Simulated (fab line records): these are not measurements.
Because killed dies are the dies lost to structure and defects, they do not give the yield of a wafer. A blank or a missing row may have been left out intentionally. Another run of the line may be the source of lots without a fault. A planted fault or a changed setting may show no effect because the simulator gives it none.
The tool behind it: which one?	flow berkeley_cmos170	45 wafers from 15 lots sampled at 6 of the route's 331 steps

WHAT EACH GAUGE READ, for each wafer
UCB170_CONTACT_OVL_MEAS_16. Usual: CONTACT_OVL typically reads -3 nm, with standard deviation 5.7.
lot	measured	on	CONTACT_OVL (nm)	flag
L503	day 8 16:37	overlay-01	-13 2 -7	
L506	day 9 01:01	overlay-02	-2 -7 -10	
L505	day 9 03:08	overlay-02	-4 0 -13	
L507	day 10 02:15	overlay-01	10 7 0	
L508	day 10 03:17	overlay-02	-2 -3 -1	
L514	day 10 21:55	overlay-02	0 4 2	
L509	day 10 23:35	overlay-02	-1 -4 3	
L510	day 11 00:43	overlay-02	0 -7 -5	
L516	day 11 00:50	overlay-02	-5 -3 -3	
L519	day 11 20:10	overlay-02	-4 -15 -5	
L518	day 11 20:29	overlay-02	5 3 3	
L517	day 11 20:45	overlay-02	-10 -11 -19	
L520	day 12 05:10	overlay-01	-10 -4 -5	
L524	day 12 21:50	overlay-01	-6 0 -6	
L523	day 12 22:17	overlay-02	0 2 3	

UCB170_V1_CD_MEAS_90: target cd 700 nm. Usual: cd_nm 699.7 nm, standard deviation 1.6.
lot	measured	on	cd_nm (nm)	flag
L503	day 8 22:53	cd_sem-01	700.8 702.1 700.2	
L506	day 9 07:21	cd_sem-01	700.7 699.0 699.2	
L505	day 9 11:19	cd_sem-02	700.3 702.1 699.8	
L507	day 10 08:17	cd_sem-02	701.3 699.2 699.6	
L508	day 10 11:23	cd_sem-01	696.7 697.1 696.9	
L514	day 11 09:29	cd_sem-02	698.1 700.4 697.9	
L509	day 11 09:13	cd_sem-02	699.3 697.3 698.2	
L510	day 11 10:25	cd_sem-01	702.3 702.8 702.7	
L516	day 11 10:38	cd_sem-02	702.3 703.0 700.7	
L519	day 12 04:39	cd_sem-01	- - -	OFF
L518	day 12 04:59	cd_sem-02	- - -	OFF
L517	day 12 04:44	cd_sem-02	- - -	OFF
L520	day 12 11:16	cd_sem-01	700.5 699.1 698.6	
L524	day 13 03:56	cd_sem-02	697.8 698.2 698.5	
L523	day 13 05:46	cd_sem-01	700.6 699.3 699.9	

UCB170_M2_THK_MEAS_03: measures by xrf. Usual: M2_AL_THK typically reads 886 nm, with standard deviation 11.
lot	measured	on	M2_AL_THK (nm)	flag
L503	day 8 23:16	film_metro-03	882 880 877	
L506	day 9 07:44	film_metro-04	877 882 894	
L505	day 9 11:42	film_metro-03	876 890 896	
L507	day 10 08:39	film_metro-04	886 892 881	
L508	day 10 11:47	film_metro-01	896 883 892	
L514	day 11 09:52	film_metro-04	899 894 888	
L509	day 11 09:35	film_metro-03	888 873 881	
L510	day 11 10:48	film_metro-03	886 894 890	
L516	day 11 11:02	film_metro-01	898 888 891	
L520	day 12 11:38	film_metro-01	880 876 889	
L524	day 13 04:19	film_metro-01	884 898 890	
L523	day 13 06:09	film_metro-04	900 892 894	

TOOL THAT RAN EACH LOT (tool first, then ch and the chambers of the sampled wafers, then the start)
lot	UCB170_CONTACT_STRIP_19	UCB170_V1_ETCH_14	UCB170_V1_STRIP_15
L503	plasma_asher-01 ch 1, day 8 16:49	rie_diel-03 ch 1,2,3, day 8 22:35	plasma_asher-01 ch 1, day 8 22:46
L506	plasma_asher-02 ch 0,1, day 9 01:14	rie_diel-04 ch 0,1, day 9 07:05	plasma_asher-04 ch 0,1, day 9 07:15
L505	plasma_asher-01 ch 0,1, day 9 03:20	rie_diel-01 ch 1,2,3, day 9 11:01	plasma_asher-01 ch 0, day 9 11:12
L507	plasma_asher-03 ch 0,1, day 10 02:29	rie_diel-04 ch 0,1, day 10 07:58	plasma_asher-01 ch 0,1, day 10 08:11
L508	plasma_asher-03 ch 0,1, day 10 03:30	rie_diel-01 ch 0,2,3, day 10 11:07	plasma_asher-01 ch 0,1, day 10 11:17
L514	plasma_asher-03 ch 0,1, day 10 22:06	rie_diel-01 ch 1,2,3, day 11 09:11	plasma_asher-01 ch 0,1, day 11 09:22
L509	plasma_asher-03 ch 0,1, day 10 23:46	rie_diel-04 ch 0,2,3, day 11 08:55	plasma_asher-01 ch 0,1, day 11 09:05
L510	plasma_asher-02 ch 0,1, day 11 00:55	rie_diel-01 ch 0,1,2, day 11 10:07	plasma_asher-01 ch 0, day 11 10:18
L516	plasma_asher-03 ch 0,1, day 11 01:02	rie_diel-03 ch 0,1, day 11 10:22	plasma_asher-04 ch 0,1, day 11 10:32
L519	plasma_asher-01 ch 0,1, day 11 20:22	rie_diel-04 ch 0,1,2, day 12 04:22	plasma_asher-04 ch 0,1, day 12 04:33
L518	plasma_asher-02 ch 0,1, day 11 20:43	rie_diel-01 ch 0,2,3, day 12 04:40	plasma_asher-04 ch 0,1, day 12 04:53
L517	plasma_asher-01 ch 0,1, day 11 20:57	rie_diel-03 ch 1,2, day 12 04:28	plasma_asher-01 ch 0,1, day 12 04:38
L520	plasma_asher-02 ch 0,1, day 12 05:22	rie_diel-03 ch 0,1, day 12 10:58	plasma_asher-03 ch 0,1, day 12 11:08
L524	plasma_asher-03 ch 0,1, day 12 22:02	rie_diel-04 ch 1,2, day 13 03:38	plasma_asher-01 ch 0,1, day 13 03:49
L523	plasma_asher-01 ch 0,1, day 12 22:29	rie_diel-04 ch 2,3, day 13 05:28	plasma_asher-04 ch 0,1, day 13 05:39
- UCB170_CONTACT_STRIP_19: strips in O2.
- UCB170_V1_ETCH_14: etches SiO2 in CHF3/CF4/Ar, stops on Al, target depth 1250 nm, time 291 s.
- UCB170_V1_STRIP_15: strips in O2.

AS READ BY THE TOOLS THEMSELVES (means over the sampled wafers that have a number; for cases with no such wafer, the mark the record gives instead)
UCB170_CONTACT_STRIP_19. Usual: drypump_motor_current_A 5.8 A, standard deviation 0.53; oes_product_au 0.725 a.u., standard deviation 0.0049.
lot	tool	drypump_motor_current_A (A)	oes_product_au (a.u.)	flag
L503	plasma_asher-01	6.4	0.722	
L506	plasma_asher-02	6.0	0.726	
L505	plasma_asher-01	5.7	0.726	
L507	plasma_asher-03	5.6	0.724	
L508	plasma_asher-03	5.6	0.725	
L514	plasma_asher-03	5.6	0.725	
L509	plasma_asher-03	5.6	0.727	
L510	plasma_asher-02	6.3	0.729	
L516	plasma_asher-03	5.6	0.721	
L519	plasma_asher-01	6.0	0.725	
L518	plasma_asher-02	6.2	0.723	
L517	plasma_asher-01	6.0	0.725	
L520	plasma_asher-02	6.3	0.720	
L524	plasma_asher-03	5.3	0.723	
L523	plasma_asher-01	5.7	0.728	

UCB170_V1_ETCH_14. Usual: CHF3_flow_sccm 45.02 sccm, standard deviation 0.14; cf4_flow_sccm 15.00 sccm, standard deviation 0.046; drypump_motor_current_A 5.6 A, standard deviation 0.42; oes_product_au 0.877 a.u., standard deviation 0.012; throttle_valve_pct 6.94 %, standard deviation 0.16.
lot	tool	CHF3_flow_sccm (sccm)	cf4_flow_sccm (sccm)	drypump_motor_current_A (A)	oes_product_au (a.u.)	throttle_valve_pct (%)	flag
L503	rie_diel-03	45.04	15.04	5.5	0.879	6.90	
L506	rie_diel-04	45.00	15.01	5.6	0.870	6.83	
L505	rie_diel-01	44.94	15.05	5.2	0.872	6.98	
L507	rie_diel-04	45.10	14.97	5.5	0.872	6.82	
L508	rie_diel-01	45.12	15.00	5.2	0.873	6.99	
L514	rie_diel-01	44.96	14.96	5.2	0.873	6.97	
L509	rie_diel-04	44.99	14.99	5.9	0.880	7.00	
L510	rie_diel-01	45.13	14.96	5.5	0.879	6.87	
L516	rie_diel-03	45.17	14.97	5.6	0.888	6.97	
L519	rie_diel-04	-	-	-	-	-	OFF
L518	rie_diel-01	-	-	-	-	-	OFF
L517	rie_diel-03	-	-	-	-	-	OFF
L520	rie_diel-03	44.93	15.00	5.5	0.889	6.97	
L524	rie_diel-04	44.98	14.99	5.9	0.869	7.01	
L523	rie_diel-04	45.05	15.03	6.0	0.884	7.15	

UCB170_V1_STRIP_15. Usual: drypump_motor_current_A 5.7 A, standard deviation 0.47; oes_product_au 0.722 a.u., standard deviation 0.0047; strip_time_to_endpoint_s 15.25 s, standard deviation 0.096.
lot	tool	drypump_motor_current_A (A)	oes_product_au (a.u.)	strip_time_to_endpoint_s (s)	flag
L503	plasma_asher-01	6.4	0.722	15.30	
L506	plasma_asher-04	5.7	0.726	15.31	
L505	plasma_asher-01	5.3	0.717	15.37	
L507	plasma_asher-01	6.0	0.724	15.37	
L508	plasma_asher-01	6.0	0.722	15.29	
L514	plasma_asher-01	5.7	0.722	15.37	
L509	plasma_asher-01	5.7	0.721	15.31	
L510	plasma_asher-01	5.3	0.722	15.41	
L516	plasma_asher-04	5.7	0.723	15.27	
L519	plasma_asher-04	5.7	0.733	21.53	OFF
L518	plasma_asher-04	5.7	0.738	21.59	OFF
L517	plasma_asher-01	5.7	0.737	21.49	OFF
L520	plasma_asher-03	5.6	0.723	15.27	
L524	plasma_asher-01	5.7	0.726	15.13	
L523	plasma_asher-04	5.7	0.720	15.25	

THE ANSWER, worked out from the rows above alone
Rule: a lot counts as off when the mean over its wafers that have a number is more than 3 standard deviations away from the usual mean. Also off: a lot with no number at a reading for which 4 or more lots have one. Where the step has rows for the other lots, those lots are counted as sound. The gauges are gone through in route order, then the tools' own readings, and for those a lot's mean is taken as printed above. The first step at which some lot is off is used, and at that step the reading that is off furthest; a lot without a number counts as furthest.
Off, at UCB170_V1_CD_MEAS_90 on cd_nm: L519, L518, L517. Without a number there: L519, L518, L517.
If a tool, at a process step before that reading, ran all the lots that are off and no sound lot after the first of them, it fits. Not tried: the gauges at UCB170_V1_CD_MEAS_90; whatever is off there is also off at UCB170_V1_ETCH_14, on other tools, and gauge error can't account for it. No candidate that was tried fits.

WHAT HAD BEEN PUT IN BY THE SIMULATOR
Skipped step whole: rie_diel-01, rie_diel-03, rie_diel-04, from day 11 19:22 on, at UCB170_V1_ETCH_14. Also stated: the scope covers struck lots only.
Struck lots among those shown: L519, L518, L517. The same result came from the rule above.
